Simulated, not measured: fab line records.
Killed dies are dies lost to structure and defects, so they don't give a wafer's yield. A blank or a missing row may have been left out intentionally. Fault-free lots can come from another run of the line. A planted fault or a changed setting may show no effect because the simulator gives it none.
What tool caused it? || flow berkeley cmos170 || at 1 step of a route of 331, 15 lots with 45 wafers sampled

WHAT THE GAUGES SHOWED, per wafer
UCB170_NVT_OVL_MEAS_06.
{"lot": "L237", "measured": "day 5 23:24", "on": "overlay-02", "NVT_OVL (nm)": "0 3 0"}
{"lot": "L238", "measured": "day 5 23:38", "on": "overlay-02", "NVT_OVL (nm)": "3 3 2"}
{"lot": "L242", "measured": "day 6 04:10", "on": "overlay-02", "NVT_OVL (nm)": "7 -1 -2"}
{"lot": "L241", "measured": "day 6 04:24", "on": "overlay-02", "NVT_OVL (nm)": "8 -3 8"}
{"lot": "L239", "measured": "day 6 04:26", "on": "overlay-01", "NVT_OVL (nm)": "7 12 2"}
{"lot": "L245", "measured": "day 7 07:03", "on": "overlay-01", "NVT_OVL (nm)": "-6 2 2"}
{"lot": "L244", "measured": "day 7 07:06", "on": "overlay-02", "NVT_OVL (nm)": "4 4 10"}
{"lot": "L248", "measured": "day 7 14:19", "on": "overlay-01", "NVT_OVL (nm)": "6 0 2"}
{"lot": "L246", "measured": "day 7 14:26", "on": "overlay-02", "NVT_OVL (nm)": "-3 2 0"}
{"lot": "L252", "measured": "day 8 21:44", "on": "overlay-01", "NVT_OVL (nm)": "1 -5 -4"}
{"lot": "L253", "measured": "day 8 21:59", "on": "overlay-02", "NVT_OVL (nm)": "4 2 2"}
{"lot": "L256", "measured": "day 9 10:35", "on": "overlay-02", "NVT_OVL (nm)": "-1 5 1"}
{"lot": "L255", "measured": "day 9 10:49", "on": "overlay-01", "NVT_OVL (nm)": "7 2 3"}
{"lot": "L257", "measured": "day 10 00:52", "on": "overlay-02", "NVT_OVL (nm)": "11 4 2"}
{"lot": "L260", "measured": "day 10 05:34", "on": "overlay-02", "NVT_OVL (nm)": "14 10 2"}

TOOL THAT RAN EACH LOT (tool first, then ch and the chambers of the sampled wafers, then the start)
There is no process step in the record ahead of these readings.

AS READ BY THE TOOLS THEMSELVES (means over the sampled wafers that have a number; for cases with no such wafer, the mark the record gives instead)
The record holds no such reading with a usual standard deviation.

THE ANSWER, worked out from the rows above alone
Rule: the usual values come from the lots themselves. The widest of any qualifying gaps counts: lots, ordered by their means at a reading, are off when they make up no more than a third of the lots, leave a main group of 4 or more, and stand apart from it by 3 or more times the standard deviation of that group's means. Not used: any main group whose means are identical at the precision the tables above print for the reading. A lot without any number at a reading at which 4 lots or more have one is off too. The other lots that the step has rows for count as sound. The gauges are gone through in route order, then the tools' own readings, and for those a lot's mean is taken as printed above. The first step at which some lot is off is used, and at that step the reading that is off furthest; a lot without a number counts as furthest.
No lot is off on any of the readings shown, so nothing can be concluded from this.

WHAT THE SIMULATOR PUT IN
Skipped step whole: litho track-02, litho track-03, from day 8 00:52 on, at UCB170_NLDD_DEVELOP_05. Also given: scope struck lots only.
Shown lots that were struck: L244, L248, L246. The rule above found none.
